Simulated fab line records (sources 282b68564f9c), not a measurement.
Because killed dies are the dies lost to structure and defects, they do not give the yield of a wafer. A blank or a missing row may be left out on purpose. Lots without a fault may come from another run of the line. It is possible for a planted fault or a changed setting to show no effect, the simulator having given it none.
Which tool was responsible? | flow rit_cmos | 6 lots, 18 wafers sampled, at 2 steps of a route of 202

== WHAT THE GAUGES READ, wafer by wafer ==
RIT_GATE_THK_MEAS_09.
lot  | measured    | on            | GATE_POLY_THK (nm)
L613 | day 2 19:02 | film_metro-04 | 250.3 249.5 248.5
L616 | day 3 17:05 | film_metro-01 | 251.1 252.4 249.9
L618 | day 4 05:14 | film_metro-04 | 256.2 254.6 255.3
L624 | day 5 04:22 | film_metro-01 | 251.6 252.5 251.1
L631 | day 6 12:58 | film_metro-04 | 253.9 256.4 255.6
L633 | day 7 00:47 | film_metro-04 | 256.1 254.7 257.0

== EACH LOT AND THE TOOL THAT RAN IT (in order: tool; ch and the chambers of the sampled wafers; start) ==
lot  | RIT_GATE_CVD_08
L613 | lpcvd-01 ch 0, day 2 17:25
L616 | lpcvd-01 ch 1, day 3 15:28
L618 | lpcvd-02 ch 0, day 4 03:38
L624 | lpcvd-02 ch 0, day 5 02:45
L631 | lpcvd-02 ch 0, day 6 11:20
L633 | lpcvd-02 ch 0, day 6 23:10
- RIT_GATE_CVD_08: deposits poly-Si from SiH4, target thk 250 nm, time 2220 s.

== THE ANSWER, worked out from the rows above alone ==
Rule: usual is defined by the lots themselves. Put in order of their means at a reading, lots are off if they are a third of the lots or fewer, leave a main group of 4 or more, and stand apart from it by a gap of 3 or more times the standard deviation of the main group's means; of several such gaps the widest counts. The tables above print the reading to a certain number of digits; a main group whose means all agree to those digits is not used. A lot without any number at a reading at which 4 lots or more have one is off too. The other lots that the step has rows for count as sound.
Across all readings shown, no lot is off: no conclusion can be drawn from this.

== WHAT WAS PUT IN BY THE SIMULATOR ==
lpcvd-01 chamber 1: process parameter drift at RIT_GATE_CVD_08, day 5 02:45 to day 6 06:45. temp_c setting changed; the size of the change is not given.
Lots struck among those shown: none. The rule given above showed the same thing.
